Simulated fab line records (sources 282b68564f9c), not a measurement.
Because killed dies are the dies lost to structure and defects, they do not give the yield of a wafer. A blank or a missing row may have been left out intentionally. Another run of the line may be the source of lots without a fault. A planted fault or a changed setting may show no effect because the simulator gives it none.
Split-lot trial | flow rit cmos | 23 wafers read across 5 lots, on a route 202 steps long

## SPLIT DETAILS
At RIT_SILICIDE_SPUTTER_01 (material Ti, target thk 30 nm, time 240 s), the setting power w was moved away from the recipe's 350 W on 10 of the 23 wafers read, by -11.8% to +3.7%. All remaining wafers had this setting at the recipe value.

## FROM THE SPLIT TO THE READING: what the file shows between them, 1 step
- RIT_SILICIDE_RS_MEAS_02: measures by four-point-probe

## THE READING
SILICIDE_TI_THK, in nm, at RIT_SILICIDE_THK_MEAS_03 (measures by xrf). Fault-free wafers of this fab line usually give 30.3 nm, standard deviation 0.38 nm.

wafer  | tool, chamber at the split | power w as run, W | against the recipe | SILICIDE_TI_THK, nm | against lot-mates on the recipe
L076.1 | pvd sputter-01, -          | 363               | +3.7%              | 31.8                | +1.5
L076.3 | pvd sputter-01, -          | 350               | recipe             | 30.1                | -
L076.4 | pvd sputter-01, -          | 363               | +3.7%              | 31.2                | +0.9
L076.5 | pvd sputter-01, -          | 363               | +3.7%              | 31.3                | +1.0
L076.6 | pvd sputter-01, -          | 350               | recipe             | 30.5                | -
L077.1 | pvd sputter-02, -          | 350               | recipe             | 29.6                | -
L077.3 | pvd sputter-02, -          | 331.3             | -5.3%              | 28.0                | -1.6
L077.4 | pvd sputter-02, -          | 331.3             | -5.3%              | 28.2                | -1.4
L077.5 | pvd sputter-02, -          | 350               | recipe             | 29.4                | -
L077.6 | pvd sputter-02, -          | 350               | recipe             | 29.8                | -
L082.1 | pvd sputter-01, -          | 350               | recipe             | 30.6                | -
L082.3 | pvd sputter-01, -          | 328.2             | -6.2%              | 28.4                | -2.2
L082.4 | pvd sputter-01, -          | 328.2             | -6.2%              | 28.4                | -2.2
L082.5 | pvd sputter-01, -          | 328.2             | -6.2%              | 28.7                | -1.9
L082.6 | pvd sputter-01, -          | 350               | recipe             | 30.6                | -
L083.1 | pvd sputter-04, -          | 350               | recipe             | 29.8                | -
L083.2 | pvd sputter-04, -          | 350               | recipe             | 29.6                | -
L083.4 | pvd sputter-04, -          | 308.6             | -11.8%             | 26.3                | -3.4
L083.5 | pvd sputter-04, -          | 350               | recipe             | 29.6                | -
L083.6 | pvd sputter-04, -          | 308.6             | -11.8%             | 26.4                | -3.3
L085.1 | pvd sputter-04, -          | 350               | recipe             | 31.0                | -
L085.2 | pvd sputter-04, -          | 350               | recipe             | 30.6                | -
L085.3 | pvd sputter-04, -          | 350               | recipe             | 30.7                | -

FIT RESULTS
A straight line over all 23 wafers: SILICIDE_TI_THK changes by +0.319 nm for each +1% of power w; r = +0.95; the points scatter about the line by 0.46 nm.
The same after taking each lot's own level away (the mean of its wafers on the recipe; 23 wafers): +0.295 nm for each +1%; r = +0.99; scatter 0.2 nm.
Per that fit: largest power w move, reading shift of 3.5 nm.
The lots' own levels span 29.60 to 30.77 nm, that is 3.1 times the standard deviation above.
Hence the lot-to-lot level has little effect on the slope; both slopes agree.
Check: with one of the wafers moved furthest among these (-11.8%) left out of the fit, the line predicts -3.55 nm for it against its lot-mates. Against them it came out at -3.37 nm.

## OTHER SPLITS ON THESE WAFERS
Note: prior to the reading, these wafers also went through further splits. Each is held against what the fit with the lots' levels taken away leaves over:
other split on the same wafers | wafers away from the commonest value | r with SILICIDE_TI_THK (lot level and that fit taken away)
RIT_NLDD_COAT_01 resist thk nm | 5                                    | -0.32
RIT_NLDD_IMPLANT_08 dose cm2   | 6                                    | +0.41
RIT_NSD_SOFTBAKE_02 temp c     | 10                                   | +0.10
RIT_NSD_IMPLANT_08 energy kev  | 6                                    | +0.05
RIT_PSD_IMPLANT_08 tilt deg    | 9                                    | +0.09

## THE WHOLE CHAIN: every reading that the file lists as answering this split, in the file's order
step                     | what it does                              | reading                                                                           | change (the file's fit)               | r (the file's)
RIT_SILICIDE_SPUTTER_01  | material Ti, target thk 30 nm, time 240 s | Ti_of_SILICIDE_SPUTTER_01.thk nm (the simulator's own value, which no gauge read) | +0.289 nm for each +1% of the setting | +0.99
RIT_SILICIDE_RS_MEAS_02  | measures by four-point-probe              | SILICIDE_TI_RS                                                                    | -0.677 for each +1% of the setting    | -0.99
RIT_SILICIDE_THK_MEAS_03 | measures by xrf                           | SILICIDE_TI_THK                                                                   | +0.291 for each +1% of the setting    | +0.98

## THE FILE'S OWN FIT
SILICIDE_TI_THK changes by +0.291 nm for each +1% of power w, r = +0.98.
